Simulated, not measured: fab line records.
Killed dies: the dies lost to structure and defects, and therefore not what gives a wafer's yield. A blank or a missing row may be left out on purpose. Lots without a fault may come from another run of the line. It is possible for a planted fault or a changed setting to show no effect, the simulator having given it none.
fab line records ; flow ritCmos
record lots=7; wafers=21; lastDay=7
route steps=202 shown SPACER@130 NSD@131 PSD@142 M1@202
lots with no fault: from the same line, run without faults
startH: hours from the record's opening day to when the first of the lot's shown wafers began ; waitH: hours since the lot's step before ; " same as the row above ; L1.1+2: a single row standing in for several wafers ; - value missing, or start not given ; * or withheld: withheld ; < > ~ a bound
route shown NAME@n: a module of which the file shows steps, and the number in the route of the first ; usual: mean/standard deviation taken from wafers without a fault ; same: alike in all rows ; chamber/n: place in a boat ; sites: each site's reading ; _std_site: their standard deviation ; _edge_site: inner sites' mean taken away from outer sites' mean ; radiusMm: how far each site lies from the wafer's centre ; mask NAME#n: copy n ; behind: the tool/chamber that last shaped the wafer ; hold: what put the lot on hold/how long, in hours/how the hold closed ; device: whichever transistor did not switch (one of n, p or np) ; end of line: the route-end tests of the same wafers ; for a step that has no rows: nothing shown but its recipe ; killed: the dies lost at the first sort to structure and to defects; this is not the yield of the wafer ; map: a wafer's dies, marking killed ones x, the rest . and places with no die _
set.NAME: the setting as run; set.NAME@STEP: as run at that earlier step ; model.NAME: the simulator's own value behind a step, which no gauge read
lots at selected steps of the route; one table per step, one row per wafer
services: the hour from which a tool's chamber was out of use, counted from the record's first day as startH (under 0 if before that day), plus the number of hours and why
## steps
# step RIT_SPACER_ETCHBACK_05
# recipe targetDepthA=2500; SF6_flow_sccm=30; CHF3_flow_sccm=30; target=Si3N4; chemistry=SF6/CHF3; pressureMtorr=40; rfW=250; timeS=240; stopOn=SiO2
# usual drypumpMotorCurrentA=5.5/0.43; oesProductAu=0.841/0.014; throttleValvePct=10.22/0.15
lot.wafer;tool;chamber;startH;waitH;drypumpMotorCurrentA;oesProductAu;rfHoursCounterH;throttleValvePct
L309.1;rieDiel-03;1;51.28;0.1;5.5;0.848;32;10.35
L309.3;rieDiel-03;2;51.28;0.1;4.9;0.837;6;10.17
L309.6;rieDiel-03;3;51.28;0.1;5.8;0.847;-;10.18
L312.2;rieDiel-03;0;67.93;0.0;5.6;0.845;119;10.03
L312.3;rieDiel-03;3;67.93;0.0;5.8;0.843;127;10.18
L312.4;rieDiel-03;2;67.93;0.0;4.9;0.833;7;10.15
L317.2;rieDiel-04;0;90.86;0.0;5.5;0.840;12;10.48
L317.3;rieDiel-04;2;90.86;0.0;5.5;0.814;7;10.12
L317.5;rieDiel-04;0;90.86;0.0;5.5;0.837;-;10.49
L320.2;rieDiel-04;1;104.97;0.0;5.8;0.825;5;10.21
L320.3;rieDiel-04;2;104.97;0.0;5.5;0.835;7;10.13
L320.6;rieDiel-04;3;104.97;0.0;5.7;0.829;-;9.94
L322.1;rieDiel-03;0;114.14;0.1;5.6;0.854;120;10.01
L322.5;rieDiel-03;2;114.14;0.1;4.9;0.819;-;10.15
L322.6;rieDiel-03;3;114.14;0.1;5.8;0.840;-;10.19
L324.3;rieDiel-01;3;124.82;0.0;5.0;0.854;126;10.31
L324.4;rieDiel-01;1;124.82;0.0;5.6;0.836;15;10.34
L324.5;rieDiel-01;0;124.82;0.0;6.0;0.872;-;10.17
L330.3;rieDiel-03;3;153.55;0.0;5.8;0.849;128;10.20
L330.5;rieDiel-03;1;153.55;0.0;5.5;0.842;-;10.37
L330.6;rieDiel-03;2;153.55;0.0;4.9;0.840;-;10.18
# step RIT_NSD_HMDS_00
# recipe primeTimeS=60; primeTempC=140
# step RIT_NSD_COAT_01
# recipe resist=NOVOLAK; spinRpm=3250; resistThkNm=1000
# step RIT_NSD_SOFTBAKE_02
# recipe resist=NOVOLAK; tempC=90; timeS=60
# step RIT_NSD_EXPOSE_03
# recipe maskId=M9; na=0.57; targetCdNm=40700; doseMj=250
# step RIT_NSD_PEB_04
# recipe resist=NOVOLAK; tempC=withheld; timeS=withheld
# step RIT_NSD_DEVELOP_05
# recipe resist=NOVOLAK; developTimeS=50; devTempC=23
# step RIT_NSD_OVL_MEAS_06
# usual NSD_OVL=1.2/1.5
lot.wafer;tool;chamber;startH;waitH;NSD_OVL[nm]
L309.1;overlay-02;-;52.28;-;-1.0
L309.3;overlay-02;-;52.28;-;0.2
L309.6;overlay-02;-;52.28;-;0.9
L312.2;overlay-02;-;69.15;-;-1.5
L312.3;overlay-02;-;69.15;-;-0.8
L312.4;overlay-02;-;69.15;-;-0.9
L317.2;overlay-01;-;91.86;-;2.2
L317.3;overlay-01;-;91.86;-;1.3
L317.5;overlay-01;-;91.86;-;0.8
L320.2;overlay-01;-;106.10;-;0.7
L320.3;overlay-01;-;106.10;-;2.2
L320.6;overlay-01;-;106.10;-;2.3
L322.1;overlay-02;-;115.27;-;2.1
L322.5;overlay-02;-;115.27;-;1.6
L322.6;overlay-02;-;115.27;-;0.3
L324.3;overlay-01;-;125.83;-;3.6
L324.4;overlay-01;-;125.83;-;4.3
L324.5;overlay-01;-;125.83;-;4.1
L330.3;overlay-01;-;154.69;-;1.5
L330.5;overlay-01;-;154.69;-;1.9
L330.6;overlay-01;-;154.69;-;1.4
# step RIT_NSD_HARDBAKE_07
# recipe resist=NOVOLAK; tempC=140; timeS=60
# step RIT_NSD_IMPLANT_08
# recipe species=P; energyKev=25; doseCm2=1e+15; tiltDeg=7
# step RIT_NSD_STRIP_09
# recipe chemistry=O2; timeS=180; resist=NOVOLAK; platenTempC=withheld; powerW=500; pressureMtorr=4000; o2FlowSccm=4000
# usual drypumpMotorCurrentA=5.5/0.49
lot.wafer;tool;chamber;startH;waitH;drypumpMotorCurrentA;rfHoursCounterH
L309.1;plasmaAsher-03;0;52.62;0.1;5.2;43
L309.3;plasmaAsher-03;0;52.62;0.1;5.3;-
L309.6;plasmaAsher-03;0;52.62;0.1;5.3;-
L312.2;plasmaAsher-01;0;69.48;0.1;5.8;39
L312.3;plasmaAsher-01;1;69.48;0.1;4.8;-
L312.4;plasmaAsher-01;0;69.48;0.1;5.8;-
L317.2;plasmaAsher-03;1;92.19;0.1;6.1;46
L317.3;plasmaAsher-03;1;92.19;0.1;6.1;-
L317.5;plasmaAsher-03;1;92.19;0.1;6.1;-
L320.2;plasmaAsher-04;1;106.43;0.1;6.1;46
L320.3;plasmaAsher-04;0;106.43;0.1;5.3;-
L320.6;plasmaAsher-04;1;106.43;0.1;6.1;-
L322.1;plasmaAsher-01;0;115.60;0.1;5.8;45
L322.5;plasmaAsher-01;0;115.60;0.1;5.8;-
L322.6;plasmaAsher-01;1;115.60;0.1;4.8;-
L324.3;plasmaAsher-01;1;126.21;0.1;4.8;-
L324.4;plasmaAsher-01;0;126.21;0.1;5.8;-
L324.5;plasmaAsher-01;0;126.21;0.1;5.8;-
L330.3;plasmaAsher-01;1;155.07;0.1;4.8;-
L330.5;plasmaAsher-01;1;155.07;0.1;4.8;-
L330.6;plasmaAsher-01;0;155.07;0.1;5.8;-
# step RIT_NSD_TW_MEAS_10
# usual NSD_TW=3120/12
lot.wafer;tool;chamber;startH;waitH;NSD_TW
L309.1;filmMetro-01;-;52.79;0.1;3152
L309.3;filmMetro-01;-;52.79;0.1;3130
L309.6;filmMetro-01;-;52.79;0.1;3110
L312.2;filmMetro-03;-;69.66;0.1;3123
L312.3;filmMetro-03;-;69.66;0.1;3110
L312.4;filmMetro-03;-;69.66;0.1;3124
L317.2;filmMetro-02;-;92.38;0.1;3122
L317.3;filmMetro-02;-;92.38;0.1;3118
L317.5;filmMetro-02;-;92.38;0.1;3113
L320.2;filmMetro-01;-;106.62;0.1;3106
L320.3;filmMetro-01;-;106.62;0.1;3098
L320.6;filmMetro-01;-;106.62;0.1;3102
L322.1;filmMetro-01;-;115.78;0.1;3109
L322.5;filmMetro-01;-;115.78;0.1;3100
L322.6;filmMetro-01;-;115.78;0.1;3104
L324.3;filmMetro-03;-;126.35;0.1;3116
L324.4;filmMetro-03;-;126.35;0.1;3124
L324.5;filmMetro-03;-;126.35;0.1;3108
L330.3;filmMetro-02;-;155.21;0.1;3126
L330.5;filmMetro-02;-;155.21;0.1;3124
L330.6;filmMetro-02;-;155.21;0.1;3142
# step RIT_PSD_HMDS_00
# recipe primeTimeS=60; primeTempC=140
# usual primeTempC=140.05/0.14
lot.wafer;tool;chamber;startH;waitH;primeTempC
L309.1;lithoTrack-02;0;52.85;0.1;139.76
L309.3;lithoTrack-02;0;52.85;0.1;140.09
L309.6;lithoTrack-02;0;52.85;0.1;139.94
L312.2;lithoTrack-02;0;69.74;0.1;139.80
L312.3;lithoTrack-02;0;69.74;0.1;139.87
L312.4;lithoTrack-02;0;69.74;0.1;139.72
L317.2;lithoTrack-02;0;92.45;0.1;150.37
L317.3;lithoTrack-02;0;92.45;0.1;150.01
L317.5;lithoTrack-02;0;92.45;0.1;150.09
L320.2;lithoTrack-02;0;106.69;0.1;149.87
L320.3;lithoTrack-02;0;106.69;0.1;150.08
L320.6;lithoTrack-02;0;106.69;0.1;150.21
L322.1;lithoTrack-02;0;115.84;0.1;150.24
L322.5;lithoTrack-02;0;115.84;0.1;150.26
L322.6;lithoTrack-02;0;115.84;0.1;150.01
L324.3;lithoTrack-04;0;126.44;0.1;140.10
L324.4;lithoTrack-04;0;126.44;0.1;140.06
L324.5;lithoTrack-04;0;126.44;0.1;140.22
L330.3;lithoTrack-04;0;155.30;0.1;139.95
L330.5;lithoTrack-04;0;155.30;0.1;139.94
L330.6;lithoTrack-04;0;155.30;0.1;140.19
# step RIT_PSD_COAT_01
# recipe resist=NOVOLAK; spinRpm=3250; resistThkNm=1000
# step RIT_M1_PROBE_99
# usual killedAtContacts=0.1/0.3; killedAtFrontEnd=7/3.3; killedDies=7/3.3; killedOpen=3.8/2.3; killedShort=3.5/2.1
# same grossDies=264; killed_at_M0_to_M3=0; killed_at_M4_up=0; killedAtBackSide=0; killedAtOther=0
lot.wafer;tool;chamber;startH;waitH;killedAtContacts;killedAtFrontEnd;killedDies;killedOpen;killedShort
L312.2;prober-01;-;79.16;0.1;0;4;4;1;3
L312.3;prober-01;-;79.21;0.2;0;12;12;5;7
L312.4;prober-01;-;79.26;0.2;0;4;4;2;2
L320.2;prober-01;-;116.23;0.1;1;9;10;5;5
L320.3;prober-01;-;116.28;0.2;0;5;5;4;1
L320.6;prober-01;-;116.43;0.2;0;9;9;2;7
L322.1;prober-01;-;125.24;0.1;0;8;8;6;2
L322.5;prober-01;-;125.44;0.2;0;15;15;5;10
L322.6;prober-01;-;125.49;0.2;0;11;11;3;8
L324.3;prober-01;-;135.82;0.2;0;7;7;4;3
L324.4;prober-01;-;135.87;0.2;1;3;4;3;1
L324.5;prober-01;-;135.92;0.2;0;12;12;10;2
L330.3;prober-02;-;164.85;0.2;0;4;4;2;2
L330.5;prober-02;-;164.95;0.2;0;6;6;3;3
L330.6;prober-02;-;165.00;0.2;0;5;5;1;4
# killed by level:class
L312.2 GATE:geometricParticle:short=2 GATE:geometricParticle:open=1 SPACER:geometricParticle:short=1
L312.3 GATE:geometricParticle:short=6 GATE:geometricParticle:open=3 FOX1:geometricParticle:open=1 FOX2:geometricParticle:open=1 REOX:geometricParticle:short=1
L312.4 FOX2:geometricParticle:short=1 REOX:geometricParticle:open=1 SPACER:geometricParticle:open=1 SILICIDE:geometricParticle:short=1
L320.2 FOX2:geometricParticle:open=3 GATE:geometricParticle:short=2 SPACER:geometricParticle:short=2 FOX2:geometricParticle:short=1 SILICIDE:geometricParticle:open=1 CONTACT:geometricParticle:open=1
L320.3 SILICIDE:geometricParticle:open=3 GATE:geometricParticle:short=1 GATE:geometricParticle:open=1
L320.6 FOX2:geometricParticle:short=3 SILICIDE:geometricParticle:short=2 GATE:geometricParticle:short=1 GATE:geometricParticle:open=1 SPACER:geometricParticle:short=1 SPACER:geometricParticle:open=1
L322.1 GATE:geometricParticle:open=3 FOX1:geometricParticle:open=1 FOX1:geometricParticle:short=1 REOX:geometricParticle:open=1 SPACER:geometricParticle:open=1 SPACER:geometricParticle:short=1
L322.5 REOX:geometricParticle:short=5 GATE:geometricParticle:open=3 FOX1:geometricParticle:short=2 GATE:geometricParticle:short=2 REOX:geometricParticle:open=1 SPACER:geometricParticle:short=1 SILICIDE:geometricParticle:open=1
L322.6 GATE:geometricParticle:short=4 REOX:geometricParticle:short=2 FOX1:geometricParticle:open=1 GATE:geometricParticle:open=1 SPACER:geometricParticle:short=1 SILICIDE:geometricParticle:open=1 SILICIDE:geometricParticle:short=1
L324.3 REOX:geometricParticle:open=3 REOX:geometricParticle:short=2 SPACER:geometricParticle:short=1 SPACER:geometricParticle:open=1
L324.4 GATE:geometricParticle:open=1 REOX:geometricParticle:open=1 SILICIDE:geometricParticle:open=1 CONTACT:geometricParticle:short=1
L324.5 GATE:geometricParticle:open=5 FOX1:geometricParticle:open=2 SILICIDE:geometricParticle:open=2 GATE:geometricParticle:short=1 REOX:geometricParticle:open=1 SPACER:geometricParticle:short=1
L330.3 FOX1:geometricParticle:open=1 REOX:geometricParticle:short=1 SPACER:geometricParticle:short=1 SPACER:geometricParticle:open=1
L330.5 GATE:geometricParticle:open=2 FOX2:geometricParticle:short=1 GATE:geometricParticle:short=1 REOX:geometricParticle:short=1 SPACER:geometricParticle:open=1
L330.6 FOX1:geometricParticle:short=2 SPACER:geometricParticle:short=2 GATE:geometricParticle:open=1
## services
tool;chamber;startH;hours;kind
rieDiel-01;2;37.82;1.4;repair
rieDiel-04;3;86.84;2.3;repair
plasmaAsher-03;-;86.96;2.8;repair
plasmaAsher-03;-;108.75;9.0;pm
plasmaAsher-03;0;108.75;9.0;ventCycle
plasmaAsher-03;1;108.75;9.0;ventCycle
plasmaAsher-03;0;117.75;-;clean
plasmaAsher-03;1;117.75;-;clean
rieDiel-04;0;125.20;9.8;repair
rieDiel-04;-;128.07;13.8;repair
rieDiel-04;3;129.12;3.5;repair
rieDiel-03;3;131.54;16.4;repair
plasmaAsher-04;-;136.28;2.8;pm
rieDiel-01;-;145.81;0.7;repair
## key
firstSign step=RIT_PSD_HMDS_00; reading=primeTempC; direction=up; sigmas=72; usual=*; struck=*
effect none on later readings
metAt RIT_PSD_HMDS_00
struckWafers L317.2,L317.3,L317.5,L320.2,L320.3,L320.6,L322.1,L322.5,L322.6
testerLeftOut L317,L320,L322
onsetBetween 69.74 92.45
fault kind=processParameterDrift; tool=lithoTrack-02; chamber=-; onsetH=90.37; steps=RIT_PSD_HMDS_00; channel=primeTempC; offset=*; shape=step; endH=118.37; actsIn=*; stated=*
# testerLeftOut: of these lots the tester's yield and bins aren't shown, on N5 and GAA mostly nor the transistor test; their killed dies are dies lost to structure and defects alone, not to doping, threshold or leakage, so they don't give the yield
